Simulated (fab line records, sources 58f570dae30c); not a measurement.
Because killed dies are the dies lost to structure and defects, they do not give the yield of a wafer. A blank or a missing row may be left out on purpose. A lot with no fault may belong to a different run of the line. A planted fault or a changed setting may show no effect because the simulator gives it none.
Which of the tools did it?    flow berkeley cmos170    at 1 step of a route of 331, 15 lots with 45 wafers sampled

## WHAT THE GAUGES SHOWED, per wafer
Not one reading of a measure or inspect step in the record can be checked against a usual standard deviation.

## WHICH TOOL RAN EACH LOT (tool, then ch and the chambers of the sampled wafers, then the start)
lot   UCB170_GATE_PEB_10
L397  litho track-01 ch 0, day 7 11:38
L395  litho track-01 ch 0, day 7 11:53
L398  litho track-04 ch 0, day 7 19:01
L402  litho track-04, day 8 14:51
L400  litho track-04, day 8 15:07
L401  litho track-01, day 8 15:19
L410  litho track-03 ch 0, day 10 12:48
L409  litho track-01 ch 0, day 10 12:58
L411  litho track-04 ch 0, day 11 07:17
L416  litho track-04 ch 0, day 11 15:20
L414  litho track-03 ch 0, day 11 15:25
L412  litho track-01 ch 0, day 11 15:27
L413  litho track-01 ch 0, day 11 15:45
L415  litho track-04 ch 0, day 11 15:53
L417  litho track-01 ch 0, day 12 04:19
- UCB170_GATE_PEB_10

## WHAT THE TOOLS THEMSELVES READ (means of the sampled wafers that have a number; where no wafer has one, the mark that the record gives instead)
UCB170_GATE_PEB_10. Usual: chill plate temp C 23.02 C, standard deviation 0.12; exhaust pa 44.9 Pa, standard deviation 0.88.
lot   tool            chill plate temp C (C)  exhaust pa (Pa)  flag
L397  litho track-01  23.00                   43.4             
L395  litho track-01  23.01                   45.4             
L398  litho track-04  23.02                   44.8             
L402  litho track-04  -                       -                OFF
L400  litho track-04  -                       -                OFF
L401  litho track-01  -                       -                OFF
L410  litho track-03  23.01                   45.1             
L409  litho track-01  23.21                   45.6             
L411  litho track-04  22.92                   45.1             
L416  litho track-04  22.98                   44.9             
L414  litho track-03  22.88                   45.2             
L412  litho track-01  23.09                   43.8             
L413  litho track-01  22.89                   44.9             
L415  litho track-04  23.14                   44.0             
L417  litho track-01  23.06                   43.8             

## THE ANSWER, worked out from the rows above alone
Rule: a lot is off if the mean of its wafers that have a number lies more than 3 standard deviations from the usual mean. Also off: a lot with no number at a reading for which 4 or more lots have one. All remaining lots with rows at the step are treated as sound. First the gauges in route order, then the tools' own readings, where a lot's mean is used as printed above. The first step at which some lot is off is used, and at that step the reading that is off furthest; a lot without a number counts as furthest.
Off: L402, L400, L401 (UCB170_GATE_PEB_10, chill plate temp C). Without a number there: L402, L400, L401.
A tool fits if, at that step or a process step before it, it ran every lot that is off, and no sound lot after the first of them. Of those tried, none fits.

## WHAT WAS PUT IN BY THE SIMULATOR
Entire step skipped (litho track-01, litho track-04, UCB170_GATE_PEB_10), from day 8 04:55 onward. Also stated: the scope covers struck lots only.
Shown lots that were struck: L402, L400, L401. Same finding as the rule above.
